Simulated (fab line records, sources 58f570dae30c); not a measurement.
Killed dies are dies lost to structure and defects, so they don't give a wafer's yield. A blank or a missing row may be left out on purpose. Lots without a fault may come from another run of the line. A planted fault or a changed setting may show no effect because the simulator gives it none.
Chamber matching | flow berkeley_cmos170 | UCB170_M2_ETCH_17 on rie_diel-01: 4 sister chambers
The step etches BARC in N2/H2. 4 wafers are shown with their chamber, then 7 later ones without.

WAFERS WITH THEIR CHAMBER
wafer  | chamber | throttle_valve_pct (%)
L866.6 | 3       | 13.24
L869.6 | 1       | 13.15
L874.2 | 2       | 13.43
L874.3 | 0       | 13.43

WAFERS WITHOUT THEIR CHAMBER
wafer  | throttle_valve_pct (%)
L874.5 | 13.39
L873.1 | 13.45
L873.3 | 13.41
L873.5 | 13.42
L882.1 | 13.24
L882.4 | 13.16
L882.5 | 13.38

WHICH CHAMBER EACH WENT THROUGH
wafer  | from the rows above     | in truth
L874.5 | can't be placed: 0 or 2 | 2
L873.1 | can't be placed: 0 or 2 | 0
L873.3 | can't be placed: 0 or 2 | 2
L873.5 | can't be placed: 0 or 2 | 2
L882.1 | 3                       | 3
L882.4 | 1                       | 1
L882.5 | can't be placed: 0 or 2 | 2
Placed correctly: 2 of 7. Can't be placed from these rows: 5 (the true chamber is among the candidates in 5). Placed wrongly: 0.
How it was worked out, from the rows above alone: a wafer's distance from a chamber is the root of the sum, over the readings, of the square of ((its reading less the chamber's mean) divided by the reading's scatter). The wafer belongs to the nearest chamber; if the next one is less than 2 further off, it can't be placed. A chamber's mean is the mean of its shown wafers. The scatter: with one shown wafer a chamber, the root of the mean of the squares of how far each hidden wafer lies from its nearest shown one.
